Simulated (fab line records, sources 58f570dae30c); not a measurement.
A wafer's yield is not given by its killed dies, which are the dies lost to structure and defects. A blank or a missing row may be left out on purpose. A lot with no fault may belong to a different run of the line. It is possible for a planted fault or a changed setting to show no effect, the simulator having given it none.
Matching of chambers	flow berkeley_cmos170	UCB170_CONTACT_ETCH_18 on rie_diel-04 has 4 sister chambers
The step etches PSG in CHF3/CF4/Ar, stops on TiSi2, target depth 840 nm, time 195 s. 14 wafers are shown with their chamber, then 7 later ones without.

## WAFERS WITH THEIR CHAMBER
wafer	chamber	throttle_valve_pct (%)	drypump_motor_current_A (A)	oes_product_au (a.u.)
L142.2	3	7.02	5.3	0.862
L142.5	1	6.92	5.2	0.890
L142.6	3	7.03	5.3	0.870
L144.1	1	6.93	5.3	0.879
L144.2	2	6.89	5.0	0.857
L144.5	1	6.93	5.2	0.882
L145.1	3	7.01	5.3	0.869
L145.3	1	6.93	5.3	0.882
L145.4	0	6.94	5.0	0.882
L151.1	3	7.02	5.3	0.857
L151.5	1	6.92	5.3	0.866
L151.6	2	6.89	5.0	0.849
L153.2	2	6.91	5.1	0.863
L153.3	0	6.93	5.0	0.887

SIGNATURES, as means of the wafers listed above
reading	chamber 0	chamber 1	chamber 2	chamber 3	scatter within a chamber
throttle_valve_pct	6.9350	6.9260	6.8967	7.0200	0.00798
drypump_motor_current_A	5.000	5.260	5.033	5.300	0.0432
oes_product_au	0.88450	0.87980	0.85633	0.86450	0.00727
Rule: for each reading, subtract the chamber's mean from the wafer's reading, divide by that reading's scatter and square the result; add these up over the readings and take the root, which gives the wafer's distance from the chamber. If the next closest chamber is less than 2 further off than the closest, the wafer can't be placed; otherwise it belongs to the closest. The scatter: the root of (the sum of the squares of (reading less its chamber's mean) over the shown wafers, divided by (wafers less chambers)).

## WAFERS WITH NO CHAMBER GIVEN
wafer	throttle_valve_pct (%)	drypump_motor_current_A (A)	oes_product_au (a.u.)
L153.6	6.91	5.2	0.868
L163.3	6.90	5.0	0.895
L163.4	7.03	5.3	0.857
L163.6	7.02	5.3	0.856
L165.2	6.93	5.3	0.865
L165.3	6.93	5.0	0.866
L165.4	7.01	5.3	0.853

## CHAMBER TAKEN BY EACH
wafer	from the rows above	in truth
L153.6	can't be placed: 1 or 2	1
L163.3	can't be placed: 0 or 2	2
L163.4	3	3
L163.6	3	3
L165.2	1	1
L165.3	can't be placed: 0 or 2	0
L165.4	3	3
Correctly placed: 4 of 7. Unplaceable from these rows: 3, with the true chamber sitting among the candidates in 3. Number placed wrongly: 0.
